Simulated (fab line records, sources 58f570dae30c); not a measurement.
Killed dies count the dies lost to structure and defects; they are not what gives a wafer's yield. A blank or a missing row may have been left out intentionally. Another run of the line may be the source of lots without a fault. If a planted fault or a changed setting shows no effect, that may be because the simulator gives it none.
fab line records	flow berkeley-cmos170
record: lots: 14	wafers: 42	last-day: 12
route steps=331 shown PVT@122 CONTACT@233 M1@248
lots with no fault: from the same line, run without faults
start-h: hours from the record's opening day to when the first of the lot's shown wafers began	wait-h: hours since the lot's step before	" same as the row above	L1.1+2: several wafers, shown together as one row	- no value present, or no start provided	* or withheld: withheld	< > ~ a bound
route shown NAME@n: NAME is a module with steps in the file, n the number in the route of the first one	usual: mean and standard deviation over wafers with no fault	same: alike in all rows	chamber/n: place in a boat	sites: each site's reading	_std_site: their standard deviation	_edge_site: outer sites' mean less inner sites'	radius-mm: for every site, how far away it sits from the centre of the wafer	mask NAME#n: copy n	behind: the tool/chamber that last shaped the wafer	hold: what put the lot on hold/how long, in hours/how the hold closed	device: whichever transistor did not switch (one of n, p or np)	end of line: the same wafers' tests at the end of the route	a step without rows: its recipe alone	killed: dies lost to structure and defects at the first sort, not the wafer's yield	map: the dies of a wafer, with x for killed, . for not killed, _ for no die there
set.NAME: setting as actually run; set.NAME@STEP: the setting as run at that earlier step	model.NAME: the simulator's own value behind a step, which no gauge read
a sample of lots followed through the steps of the route, with each step as a table and each wafer as a row
services: a tool's chamber out of use, with start hour (start-h, from the record's first day; less than 0 if before it), hours out, and reason
== steps ==
step: UCB170_PVT_IMPLANT_07
recipe: species: P	dose-cm2: 2e+12	energy-kev: 30	tilt-deg: 7
usual: beam-on-s: 9.98/0.22	dose-ions-cm2: 1.9999e+12/2.3e+09	faraday-current-uA: 6.36/0.14
lot.wafer	tool	chamber	start-h	wait-h	beam-on-s	dose-ions-cm2	faraday-current-uA
L925.1	implanter-04	0	143.58	0.0	9.77	2.0005e+12	6.51
L925.2	"	0	"	"	10.04	1.9979e+12	6.34
L925.6	"	0	"	"	9.92	1.9978e+12	6.40
L929.1	implanter-04	0	150.00	0.0	9.72	2.0008e+12	6.51
L929.5	"	0	"	"	9.84	1.9965e+12	6.43
L929.6	"	0	"	"	10.12	1.999e+12	6.29
L927.3	implanter-02	0	150.95	0.1	9.63	2.0013e+12	6.59
L927.4	"	0	"	"	9.73	1.9992e+12	6.50
L927.5	"	0	"	"	9.85	2.0021e+12	6.45
L932.1	implanter-04	0	157.38	0.0	9.84	1.3418e+12	4.30
L932.2	"	0	"	"	10.26	1.3412e+12	4.16
L932.3	"	0	"	"	10.29	1.3433e+12	4.15
L930.2	implanter-01	0	157.49	0.0	10.05	2.0006e+12	6.30
L930.3	"	0	"	"	10.13	2.0041e+12	6.27
L930.5	"	0	"	"	10.18	2.0006e+12	6.24
L931.1	implanter-04	0	157.59	0.0	10.15	1.3417e+12	4.21
L931.2	"	0	"	"	9.88	1.3416e+12	4.28
L931.4	"	0	"	"	9.79	1.3358e+12	4.34
L933.1	implanter-01	0	185.03	0.0	9.99	1.999e+12	6.34
L933.2	"	0	"	"	10.49	1.9995e+12	6.05
L933.4	"	0	"	"	10.06	1.9977e+12	6.32
L936.2	implanter-02	0	193.72	0.0	9.72	2.0016e+12	6.53
L936.5	"	0	"	"	9.99	2.0015e+12	6.33
L936.6	"	0	"	"	9.87	1.9991e+12	6.42
L934.3	implanter-01	0	194.25	0.1	9.87	1.9966e+12	6.42
L934.4	"	0	"	"	10.22	2.0004e+12	6.24
L934.5	"	0	"	"	9.81	2.0007e+12	6.47
L944.2	implanter-02	0	211.54	0.0	9.74	2.0044e+12	6.51
L944.3	"	0	"	"	10.03	1.9994e+12	6.34
L944.4	"	0	"	"	10.20	2.0053e+12	6.24
L945.2	implanter-01	0	211.68	0.0	10.27	2.0001e+12	6.15
L945.5	"	0	"	"	9.82	1.9983e+12	6.46
L945.6	"	0	"	"	10.03	1.9995e+12	6.27
L940.2	implanter-02	0	211.95	0.0	9.97	2.0018e+12	6.36
L940.5	"	0	"	"	10.03	1.9968e+12	6.35
L940.6	"	0	"	"	10.17	1.9981e+12	6.24
L943.1	implanter-01	0	212.24	0.0	9.98	1.9988e+12	6.36
L943.2	"	0	"	"	9.82	2.0008e+12	6.48
L943.5	"	0	"	"	10.11	1.9971e+12	6.29
L947.2	implanter-02	0	237.17	0.0	10.20	1.9985e+12	6.23
L947.4	"	0	"	"	10.04	2.0041e+12	6.33
L947.5	"	0	"	"	10.37	2.0051e+12	6.10
step: UCB170_PVT_TW_MEAS_09
usual: PVT_TW: 506/3.8
lot.wafer	tool	chamber	start-h	wait-h	PVT_TW
L925.1	film-metro-04	-	143.83	0.1	499
L925.2	"	-	"	"	499
L925.6	"	-	"	"	499
L929.1	film-metro-04	-	150.25	0.1	503
L929.5	"	-	"	"	502
L929.6	"	-	"	"	502
L927.3	film-metro-01	-	151.17	0.1	511
L927.4	"	-	"	"	511
L927.5	"	-	"	"	510
L932.1	film-metro-02	-	157.63	0.1	450
L932.2	"	-	"	"	448
L932.3	"	-	"	"	450
L930.2	film-metro-04	-	157.72	0.1	503
L930.3	"	-	"	"	505
L930.5	"	-	"	"	504
L931.1	film-metro-01	-	157.84	0.1	451
L931.2	"	-	"	"	452
L931.4	"	-	"	"	452
L933.1	film-metro-04	-	185.33	0.1	499
L933.2	"	-	"	"	504
L933.4	"	-	"	"	499
L936.2	film-metro-01	-	193.96	0.1	509
L936.5	"	-	"	"	509
L936.6	"	-	"	"	508
L934.3	film-metro-01	-	194.47	0.1	506
L934.4	"	-	"	"	508
L934.5	"	-	"	"	507
L944.2	film-metro-01	-	211.77	0.1	507
L944.3	"	-	"	"	509
L944.4	"	-	"	"	506
L945.2	film-metro-04	-	211.91	0.1	500
L945.5	"	-	"	"	501
L945.6	"	-	"	"	501
L940.2	film-metro-01	-	212.19	0.1	509
L940.5	"	-	"	"	511
L940.6	"	-	"	"	507
L943.1	film-metro-01	-	212.49	0.1	507
L943.2	"	-	"	"	508
L943.5	"	-	"	"	507
L947.2	film-metro-01	-	237.41	0.1	508
L947.4	"	-	"	"	507
L947.5	"	-	"	"	509
step: UCB170_CONTACT_ETCH_17
recipe: chemistry: N2/H2	target-depth-a: withheld	overetch-a: withheld	target: BARC	time-s: withheld	source-w: 500	bias-w: 100	pressure-mtorr: 30	n2-flow-sccm: 100	h2-flow-sccm: 200
usual: drypump-motor-current-A: 5.5/0.5	n2-flow-sccm: 100.01/0.29	oes-product-au: 1.013/0.024	throttle-valve-pct: 13.28/0.2
lot.wafer	tool	chamber	start-h	wait-h	drypump-motor-current-A	n2-flow-sccm	oes-product-au	throttle-valve-pct
L925.1	rie-diel-02	3	183.94	0.0	5.9	100.25	1.013	13.18
L925.2	"	2	"	"	6.4	99.72	1.022	13.08
L925.6	"	0	"	"	5.3	100.21	1.033	13.00
L929.1	rie-diel-03	3	185.97	0.0	5.7	99.67	0.972	13.46
L929.5	"	1	"	"	4.7	99.75	1.054	13.42
L929.6	"	2	"	"	5.5	100.58	1.010	13.34
L927.3	rie-diel-02	3	187.70	0.0	5.9	100.06	1.000	13.19
L927.4	"	1	"	"	5.2	100.28	1.005	13.56
L927.5	"	3	"	"	6.0	99.99	1.003	13.18
L930.2	rie-diel-01	1	197.33	0.0	6.4	100.24	1.015	13.31
L930.3	"	0	"	"	5.0	100.37	1.029	13.10
L930.5	"	3	"	"	5.9	99.69	0.983	13.41
L931.1	rie-diel-02	2	197.53	0.0	6.4	100.22	1.004	13.08
L931.2	"	1	"	"	5.1	100.08	1.004	13.57
L931.4	"	3	"	"	5.9	100.03	1.005	13.18
L932.1	rie-diel-02	0	201.24	0.0	5.3	100.29	1.046	12.98
L932.2	"	3	"	"	5.9	99.74	1.017	13.19
L932.3	"	1	"	"	5.1	100.39	1.020	13.57
L933.1	rie-diel-02	0	221.33	0.0	5.3	99.87	1.015	13.00
L933.2	"	2	"	"	6.4	100.62	1.010	13.07
L933.4	"	3	"	"	5.9	99.88	1.007	13.17
L934.3	rie-diel-01	1	237.39	0.0	6.4	100.30	1.020	13.32
L934.4	"	3	"	"	5.9	100.18	0.985	13.41
L934.5	"	3	"	"	5.9	99.91	0.979	13.42
L936.2	rie-diel-02	1	237.48	0.0	5.1	99.69	1.006	13.56
L936.5	"	2	"	"	6.4	99.75	1.025	13.09
L936.6	"	3	"	"	6.0	99.66	1.014	13.19
L945.2	rie-diel-01	3	251.46	0.0	5.9	100.29	0.979	13.44
L945.5	"	0	"	"	5.0	100.01	1.027	13.13
L945.6	"	1	"	"	6.4	99.56	1.026	13.31
L944.2	rie-diel-03	0	254.38	0.0	5.5	100.21	0.994	13.12
L944.3	"	1	"	"	4.8	100.10	1.056	13.40
L944.4	"	3	"	"	5.7	100.14	0.982	13.46
L943.1	rie-diel-01	1	254.45	0.0	6.3	100.03	1.018	13.33
L943.2	"	2	"	"	5.0	99.38	1.051	13.56
L943.5	"	3	"	"	5.9	100.28	0.980	13.43
L940.2	rie-diel-02	1	254.56	0.0	5.1	99.86	1.007	13.56
L940.5	"	1	"	"	5.1	100.24	1.003	13.56
L940.6	"	0	"	"	5.3	100.38	1.018	12.99
L947.2	rie-diel-03	3	274.52	0.0	5.7	100.54	0.987	13.46
L947.4	"	2	"	"	5.5	99.74	1.013	13.33
L947.5	"	0	"	"	5.6	99.71	0.981	13.11
step: UCB170_M1_OVL_MEAS_10
usual: M1_OVL: 0/4.3
lot.wafer	tool	chamber	start-h	wait-h	M1_OVL[nm]
L925.1	overlay-01	-	186.18	0.1	9
L925.2	"	-	"	"	-1
L925.6	"	-	"	"	-1
L929.1	overlay-01	-	189.56	0.1	9
L929.5	"	-	"	"	6
L929.6	"	-	"	"	7
L927.3	overlay-02	-	192.36	0.1	7
L927.4	"	-	"	"	4
L927.5	"	-	"	"	-1
L931.1	overlay-01	-	201.70	0.1	-4
L931.2	"	-	"	"	-9
L931.4	"	-	"	"	-10
L930.2	overlay-02	-	201.84	0.1	4
L930.3	"	-	"	"	-2
L930.5	"	-	"	"	1
L932.1	overlay-01	-	203.91	0.1	-1
L932.2	"	-	"	"	4
L932.3	"	-	"	"	1
L933.1	overlay-02	-	223.16	0.1	-1
L933.2	"	-	"	"	-5
L933.4	"	-	"	"	-10
L934.3	overlay-01	-	240.60	0.1	-3
L934.4	"	-	"	"	2
L934.5	"	-	"	"	-4
L936.2	overlay-01	-	241.31	0.1	-1
L936.5	"	-	"	"	9
L936.6	"	-	"	"	-1
L945.2	overlay-02	-	254.14	0.1	2
L945.5	"	-	"	"	-1
L945.6	"	-	"	"	5
L943.1	overlay-02	-	257.12	0.1	2
L943.2	"	-	"	"	1
L943.5	"	-	"	"	5
L944.2	overlay-01	-	257.26	0.1	1
L944.3	"	-	"	"	-7
L944.4	"	-	"	"	-9
L940.2	overlay-02	-	257.54	0.1	-2
L940.5	"	-	"	"	6
L940.6	"	-	"	"	-2
L947.2	overlay-01	-	277.39	0.1	-3
L947.4	"	-	"	"	-8
L947.5	"	-	"	"	-2
step: UCB170_M1_ETCH_11
recipe: chemistry: N2/H2	target-depth-a: withheld	overetch-a: withheld	target: BARC	time-s: withheld	source-w: 500	bias-w: 100	pressure-mtorr: 30	n2-flow-sccm: 100	h2-flow-sccm: 200
usual: drypump-motor-current-A: 5.6/0.47	n2-flow-sccm: 100.05/0.29	oes-product-au: 1.00/0.03	throttle-valve-pct: 13.35/0.2
lot.wafer	tool	chamber	start-h	wait-h	drypump-motor-current-A	n2-flow-sccm	oes-product-au	throttle-valve-pct
L925.1	rie-diel-04	0	186.21	0.0	5.7	99.90	1.01	13.58
L925.2	"	2	"	"	5.2	99.71	0.94	12.92
L925.6	"	0	"	"	5.7	100.17	1.01	13.58
L929.1	rie-diel-03	0	189.60	0.0	5.6	100.23	0.98	13.11
L929.5	"	3	"	"	5.7	100.13	0.97	13.45
L929.6	"	0	"	"	5.6	99.89	0.97	13.13
L927.3	rie-diel-01	0	192.39	0.0	5.0	100.07	1.02	13.12
L927.4	"	1	"	"	6.4	99.57	1.03	13.32
L927.5	"	2	"	"	5.1	100.22	1.04	13.56
L931.1	rie-diel-04	0	201.73	0.0	5.7	100.27	1.01	13.56
L931.2	"	2	"	"	5.2	100.24	0.96	12.93
L931.4	"	3	"	"	5.7	100.17	0.98	13.48
L930.2	rie-diel-01	0	201.87	0.0	5.0	100.23	1.02	13.12
L930.3	"	2	"	"	5.1	100.44	1.04	13.56
L930.5	"	0	"	"	5.0	99.95	1.02	13.10
L932.1	rie-diel-01	1	203.95	0.0	6.4	100.15	1.02	13.31
L932.2	"	3	"	"	5.9	99.85	0.98	13.41
L932.3	"	2	"	"	5.1	99.94	1.06	13.58
L933.1	rie-diel-04	1	223.19	0.0	6.3	100.11	1.01	13.60
L933.2	"	0	"	"	5.7	100.15	1.02	13.59
L933.4	"	3	"	"	5.7	100.27	0.99	13.47
L934.3	rie-diel-03	1	240.63	0.0	4.8	99.98	1.06	13.41
L934.4	"	2	"	"	5.5	100.06	1.01	13.35
L934.5	"	2	"	"	5.5	100.59	1.02	13.33
L936.2	rie-diel-03	2	241.34	0.0	5.5	100.01	1.01	13.34
L936.5	"	2	"	"	5.4	100.28	1.02	13.32
L936.6	"	1	"	"	4.8	99.73	1.05	13.40
L945.2	rie-diel-04	3	254.17	0.0	5.7	99.92	0.98	13.46
L945.5	"	2	"	"	5.2	100.18	0.95	12.92
L945.6	"	1	"	"	6.3	100.03	1.01	13.58
L943.1	rie-diel-01	2	257.16	0.0	5.0	99.81	1.04	13.57
L943.2	"	0	"	"	5.0	100.32	1.03	13.11
L943.5	"	0	"	"	5.1	100.16	1.02	13.13
L944.2	rie-diel-04	3	257.29	0.0	5.7	100.01	0.98	13.48
L944.3	"	1	"	"	6.3	100.06	1.01	13.57
L944.4	"	2	"	"	5.2	99.96	0.95	12.91
L940.2	rie-diel-01	3	257.57	0.0	6.0	99.97	0.98	13.43
L940.5	"	0	"	"	5.0	100.53	1.02	13.13
L940.6	"	1	"	"	6.4	99.71	1.03	13.32
L947.2	rie-diel-04	1	277.42	0.0	6.3	100.17	0.99	13.58
L947.4	"	2	"	"	5.2	100.11	0.95	12.94
L947.5	"	3	"	"	5.7	100.11	0.98	13.47
== services ==
tool	chamber	start-h	hours	kind
implanter-01	-	125.02	3.5	pm
rie-diel-01	2	131.92	29.8	repair
rie-diel-04	1	139.85	12.0	repair
rie-diel-04	-	143.69	0.8	repair
rie-diel-02	2	151.81	9.0	repair
rie-diel-03	2	196.66	6.9	repair
rie-diel-03	-	197.98	4.3	pm
rie-diel-01	3	213.76	7.8	repair
implanter-02	-	263.53	3.6	repair
rie-diel-02	2	267.10	-	clean
rie-diel-02	2	267.10	23.6	scheduled-down
rie-diel-02	2	267.10	23.6	vent-cycle
rie-diel-04	3	267.81	7.9	repair
== key ==
first-sign: step: UCB170_PVT_IMPLANT_07	reading: dose-ions-cm2	direction: down	sigmas: 99+	usual: 1.9999e+12	struck: 1.3409e+12
effect: step: UCB170_PVT_IMPLANT_07	reading: faraday-current-uA	direction: down	sigmas: 15	usual: 6.36	struck: 4.24
effect: step: UCB170_PVT_TW_MEAS_09	reading: PVT_TW	direction: down	sigmas: 15	usual: 506	struck: 451
met-at UCB170_PVT_IMPLANT_07
struck-lots L931,L932
tester-left-out L931,L932
not-acting-at UCB170_CONTACT_ETCH_17,UCB170_M1_OVL_MEAS_10,UCB170_M1_ETCH_11
fault: kind: process-parameter-drift	tool: implanter-04	chamber: -	onset-h: 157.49	steps: UCB170_PVT_IMPLANT_07	channel: dose-cm2	offset: -6.6e+11	shape: step	end-h: 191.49	acts-in: these-recipes-only	stated: 2e+12
tester-left-out: of these lots the tester's yield and bins aren't shown, on N5 and GAA mostly nor the transistor test; their killed dies are dies lost to structure and defects alone, not to doping, threshold or leakage, so they don't give the yield
